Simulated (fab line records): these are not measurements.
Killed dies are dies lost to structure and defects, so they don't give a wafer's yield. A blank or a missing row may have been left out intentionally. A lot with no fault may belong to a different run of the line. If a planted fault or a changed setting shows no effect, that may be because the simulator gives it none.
Which tool is to blame? :: flow berkeley cmos170 :: 48 wafers from 16 lots sampled at 5 of the route's 331 steps

## WHAT THE GAUGES READ, wafer by wafer
UCB170_NWELL_OVL_MEAS_12.
lot: L404
measured: day 2 10:50
on: overlay-01
NWELL_OVL (nm): -3 6 10

lot: L407
measured: day 2 20:13
on: overlay-02
NWELL_OVL (nm): 0 10 -2

lot: L406
measured: day 2 23:38
on: overlay-01
NWELL_OVL (nm): 6 5 7

lot: L408
measured: day 3 13:29
on: overlay-02
NWELL_OVL (nm): 13 10 10

lot: L409
measured: day 3 13:37
on: overlay-02
NWELL_OVL (nm): 4 1 -2

lot: L410
measured: day 3 17:54
on: overlay-01
NWELL_OVL (nm): 4 20 8

lot: L411
measured: day 4 04:56
on: overlay-02
NWELL_OVL (nm): 5 3 1

lot: L412
measured: day 4 05:13
on: overlay-02
NWELL_OVL (nm): 5 5 -4

lot: L415
measured: day 5 00:30
on: overlay-01
NWELL_OVL (nm): -7 -10 -6

lot: L417
measured: day 5 05:04
on: overlay-02
NWELL_OVL (nm): 10 10 11

lot: L419
measured: day 5 05:23
on: overlay-02
NWELL_OVL (nm): 8 4 13

lot: L420
measured: day 5 15:14
on: overlay-01
NWELL_OVL (nm): 8 4 5

lot: L422
measured: day 6 01:23
on: overlay-01
NWELL_OVL (nm): 7 3 5

lot: L421
measured: day 6 01:40
on: overlay-01
NWELL_OVL (nm): 1 -3 7

lot: L426
measured: day 6 18:53
on: overlay-01
NWELL_OVL (nm): 2 2 6

lot: L427
measured: day 7 01:40
on: overlay-01
NWELL_OVL (nm): -1 5 -6

UCB170_PSD_OVL_MEAS_07.
lot: L404
measured: day 7 05:16
on: overlay-02
PSD_OVL (nm): 2 6 1

lot: L407
measured: day 7 12:52
on: overlay-01
PSD_OVL (nm): -12 -8 -12

lot: L406
measured: day 7 13:10
on: overlay-02
PSD_OVL (nm): -4 2 -1

lot: L408
measured: day 8 10:13
on: overlay-02
PSD_OVL (nm): 1 2 1

lot: L409
measured: day 8 09:45
on: overlay-01
PSD_OVL (nm): -5 -3 2

lot: L410
measured: day 8 10:01
on: overlay-01
PSD_OVL (nm): -9 -4 -1

lot: L411
measured: day 8 21:36
on: overlay-01
PSD_OVL (nm): 3 8 -1

lot: L412
measured: day 8 21:07
on: overlay-02
PSD_OVL (nm): 6 2 8

lot: L415
measured: day 10 00:56
on: overlay-01
PSD_OVL (nm): 178 179 170

lot: L417
measured: day 10 00:24
on: overlay-01
PSD_OVL (nm): -3 2 -2

lot: L419
measured: day 10 00:10
on: overlay-02
PSD_OVL (nm): -3 11 -1

lot: L420
measured: day 10 00:26
on: overlay-02
PSD_OVL (nm): 185 186 187

lot: L422
measured: day 10 23:10
on: overlay-01
PSD_OVL (nm): 180 182 185

lot: L421
measured: day 10 22:44
on: overlay-01
PSD_OVL (nm): 180 176 176

lot: L426
measured: day 11 13:55
on: overlay-01
PSD_OVL (nm): -6 -2 -9

lot: L427
measured: day 11 19:10
on: overlay-02
PSD_OVL (nm): -2 -5 -4

UCB170_M2_CD_MEAS_90: target cd 700 nm.
lot: L404
measured: day 8 01:37
on: cd sem-02
cd nm (nm): 709 711 711

lot: L407
measured: day 8 10:21
on: cd sem-02
cd nm (nm): 710 707 708

lot: L406
measured: day 8 11:39
on: cd sem-02
cd nm (nm): 696 698 699

lot: L408
measured: day 9 06:13
on: cd sem-02
cd nm (nm): 697 701 705

lot: L409
measured: day 9 04:41
on: cd sem-02
cd nm (nm): 699 698 700

lot: L410
measured: day 9 05:59
on: cd sem-01
cd nm (nm): 704 704 698

lot: L411
measured: day 9 19:18
on: cd sem-02
cd nm (nm): 703 707 705

lot: L412
measured: day 9 19:04
on: cd sem-01
cd nm (nm): 698 701 696

lot: L415
measured: day 11 05:19
on: cd sem-01
cd nm (nm): 703 694 707

lot: L417
measured: day 11 02:20
on: cd sem-02
cd nm (nm): 697 697 699

lot: L419
measured: day 10 22:35
on: cd sem-02
cd nm (nm): 702 703 699

lot: L420
measured: day 10 22:52
on: cd sem-02
cd nm (nm): 706 695 706

lot: L422
measured: day 11 20:14
on: cd sem-01
cd nm (nm): 700 703 705

lot: L421
measured: day 11 19:14
on: cd sem-01
cd nm (nm): 700 702 697

lot: L426
measured: day 12 09:45
on: cd sem-01
cd nm (nm): 702 704 706

lot: L427
measured: day 12 17:26
on: cd sem-01
cd nm (nm): 699 702 702

## EACH LOT AND THE TOOL THAT RAN IT (in order: tool; ch and the chambers of the sampled wafers; start)
lot: L404
UCB170_PLDD_STRIP_10: plasma asher-03 ch 0,1, day 6 19:49
UCB170_PSD_EXPOSE_03: krf scanner-01 ch 0, day 7 04:15

lot: L407
UCB170_PLDD_STRIP_10: plasma asher-02 ch 0,1, day 7 05:32
UCB170_PSD_EXPOSE_03: krf scanner-02 ch 0, day 7 12:20

lot: L406
UCB170_PLDD_STRIP_10: plasma asher-04 ch 0,1, day 7 04:44
UCB170_PSD_EXPOSE_03: krf scanner-02 ch 0, day 7 12:29

lot: L408
UCB170_PLDD_STRIP_10: plasma asher-03 ch 0,1, day 8 00:58
UCB170_PSD_EXPOSE_03: krf scanner-01 ch 0, day 8 09:35

lot: L409
UCB170_PLDD_STRIP_10: plasma asher-04 ch 0,1, day 8 00:32
UCB170_PSD_EXPOSE_03: krf scanner-01 ch 0, day 8 09:08

lot: L410
UCB170_PLDD_STRIP_10: plasma asher-02 ch 0,1, day 8 00:14
UCB170_PSD_EXPOSE_03: krf scanner-02 ch 0, day 8 09:22

lot: L411
UCB170_PLDD_STRIP_10: plasma asher-02 ch 0,1, day 8 12:19
UCB170_PSD_EXPOSE_03: krf scanner-01 ch 0, day 8 20:30

lot: L412
UCB170_PLDD_STRIP_10: plasma asher-03 ch 1, day 8 11:38
UCB170_PSD_EXPOSE_03: krf scanner-01 ch 0, day 8 19:57

lot: L415
UCB170_PLDD_STRIP_10: plasma asher-02 ch 0,1, day 9 15:19
UCB170_PSD_EXPOSE_03: krf scanner-01 ch 0, day 9 23:40

lot: L417
UCB170_PLDD_STRIP_10: plasma asher-02 ch 0,1, day 9 14:16
UCB170_PSD_EXPOSE_03: krf scanner-02 ch 0, day 9 22:47

lot: L419
UCB170_PLDD_STRIP_10: plasma asher-03 ch 0,1, day 9 14:31
UCB170_PSD_EXPOSE_03: krf scanner-01 ch 0, day 9 22:29

lot: L420
UCB170_PLDD_STRIP_10: plasma asher-04 ch 0,1, day 9 11:37
UCB170_PSD_EXPOSE_03: krf scanner-01 ch 0, day 9 23:04

lot: L422
UCB170_PLDD_STRIP_10: plasma asher-02 ch 0,1, day 10 13:23
UCB170_PSD_EXPOSE_03: krf scanner-01 ch 0, day 10 22:25

lot: L421
UCB170_PLDD_STRIP_10: plasma asher-04 ch 0,1, day 10 13:22
UCB170_PSD_EXPOSE_03: krf scanner-01 ch 0, day 10 22:04

lot: L426
UCB170_PLDD_STRIP_10: plasma asher-03 ch 0,1, day 11 01:59
UCB170_PSD_EXPOSE_03: krf scanner-02 ch 0, day 11 13:24

lot: L427
UCB170_PLDD_STRIP_10: plasma asher-02 ch 0, day 11 08:59
UCB170_PSD_EXPOSE_03: krf scanner-02 ch 0, day 11 18:40
- UCB170_PLDD_STRIP_10: strips in O2.
- UCB170_PSD_EXPOSE_03: exposes mask PSELECT MOD, target cd 1200 nm.

## WHAT THE TOOLS THEMSELVES READ (means of the sampled wafers that have a number; where no wafer has one, the mark that the record gives instead)
UCB170_PLDD_STRIP_10.
lot: L404
tool: plasma asher-03
drypump motor current A (A): 6.2
oes product au (a.u.): 0.736
strip time to endpoint s (s): 21.60

lot: L407
tool: plasma asher-02
drypump motor current A (A): 5.4
oes product au (a.u.): 0.729
strip time to endpoint s (s): 21.67

lot: L406
tool: plasma asher-04
drypump motor current A (A): 6.1
oes product au (a.u.): 0.731
strip time to endpoint s (s): 21.59

lot: L408
tool: plasma asher-03
drypump motor current A (A): 6.4
oes product au (a.u.): 0.731
strip time to endpoint s (s): 21.73

lot: L409
tool: plasma asher-04
drypump motor current A (A): 6.1
oes product au (a.u.): 0.733
strip time to endpoint s (s): 21.70

lot: L410
tool: plasma asher-02
drypump motor current A (A): 5.4
oes product au (a.u.): 0.737
strip time to endpoint s (s): 21.60

lot: L411
tool: plasma asher-02
drypump motor current A (A): 5.4
oes product au (a.u.): 0.737
strip time to endpoint s (s): 21.69

lot: L412
tool: plasma asher-03
drypump motor current A (A): 6.0
oes product au (a.u.): 0.737
strip time to endpoint s (s): 21.68

lot: L415
tool: plasma asher-02
drypump motor current A (A): 5.8
oes product au (a.u.): 0.737
strip time to endpoint s (s): 21.57

lot: L417
tool: plasma asher-02
drypump motor current A (A): 5.8
oes product au (a.u.): 0.732
strip time to endpoint s (s): 21.62

lot: L419
tool: plasma asher-03
drypump motor current A (A): 6.2
oes product au (a.u.): 0.734
strip time to endpoint s (s): 21.69

lot: L420
tool: plasma asher-04
drypump motor current A (A): 6.1
oes product au (a.u.): 0.737
strip time to endpoint s (s): 21.57

lot: L422
tool: plasma asher-02
drypump motor current A (A): 5.4
oes product au (a.u.): 0.735
strip time to endpoint s (s): 21.58

lot: L421
tool: plasma asher-04
drypump motor current A (A): 6.1
oes product au (a.u.): 0.742
strip time to endpoint s (s): 21.63

lot: L426
tool: plasma asher-03
drypump motor current A (A): 6.2
oes product au (a.u.): 0.735
strip time to endpoint s (s): 21.62

lot: L427
tool: plasma asher-02
drypump motor current A (A): 6.2
oes product au (a.u.): 0.736
strip time to endpoint s (s): 21.56

UCB170_PSD_EXPOSE_03.
lot: L404
tool: krf scanner-01
reticle temp C (C): 22.96
stage vel mm s (mm/s): 500.03

lot: L407
tool: krf scanner-02
reticle temp C (C): 23.01
stage vel mm s (mm/s): 500.09

lot: L406
tool: krf scanner-02
reticle temp C (C): 23.13
stage vel mm s (mm/s): 500.11

lot: L408
tool: krf scanner-01
reticle temp C (C): 23.03
stage vel mm s (mm/s): 500.16

lot: L409
tool: krf scanner-01
reticle temp C (C): 23.01
stage vel mm s (mm/s): 499.91

lot: L410
tool: krf scanner-02
reticle temp C (C): 23.00
stage vel mm s (mm/s): 500.23

lot: L411
tool: krf scanner-01
reticle temp C (C): 22.96
stage vel mm s (mm/s): 500.00

lot: L412
tool: krf scanner-01
reticle temp C (C): 23.02
stage vel mm s (mm/s): 500.15

lot: L415
tool: krf scanner-01
reticle temp C (C): 22.91
stage vel mm s (mm/s): 499.94

lot: L417
tool: krf scanner-02
reticle temp C (C): 22.97
stage vel mm s (mm/s): 499.88

lot: L419
tool: krf scanner-01
reticle temp C (C): 23.09
stage vel mm s (mm/s): 499.99

lot: L420
tool: krf scanner-01
reticle temp C (C): 23.07
stage vel mm s (mm/s): 499.90

lot: L422
tool: krf scanner-01
reticle temp C (C): 22.86
stage vel mm s (mm/s): 500.17

lot: L421
tool: krf scanner-01
reticle temp C (C): 23.01
stage vel mm s (mm/s): 500.23

lot: L426
tool: krf scanner-02
reticle temp C (C): 23.01
stage vel mm s (mm/s): 500.05

lot: L427
tool: krf scanner-02
reticle temp C (C): 23.08
stage vel mm s (mm/s): 499.72

## THE ANSWER, worked out from the rows above alone
Rule: what is usual is taken from the lots themselves. Put in order of their means at a reading, lots are off if they are a third of the lots or fewer, leave a main group of 4 or more, and stand apart from it by a gap of 3 or more times the standard deviation of the main group's means; of several such gaps the widest counts. A main group is skipped when, at the precision printed for the reading in the tables above, its means are all equal. Also off: a lot with no number at a reading for which 4 or more lots have one. Where the step has rows for the other lots, those lots are counted as sound. After the gauges, taken in route order, come the tools' own readings; for these a lot's mean is taken, as printed above. At the first step where some lot is off, the reading lying furthest off is the one used; lots without a number count as furthest.
Off: L415, L420, L422, L421, at UCB170_PSD_OVL_MEAS_07 (PSD_OVL). Main group: mean -1 nm, sd 4.4.
If a tool, at a process step before that reading, ran all the lots that are off and no sound lot after the first of them, it fits. Gauges at UCB170_PSD_OVL_MEAS_07: tried the same way as those tools. One fits: UCB170_PSD_EXPOSE_03 on krf scanner-01. A fault onset in the window from L419 (day 9 22:29, its last sound lot) to L420 (day 9 23:04, its first lot off) fits.

## WHAT WAS PUT IN BY THE SIMULATOR
Scanner matching overlay: krf scanner-01, from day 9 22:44 on, at UCB170_PSD_EXPOSE_03. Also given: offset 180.
Struck lots among those shown: L415, L420, L422, L421. The rule above found the same.
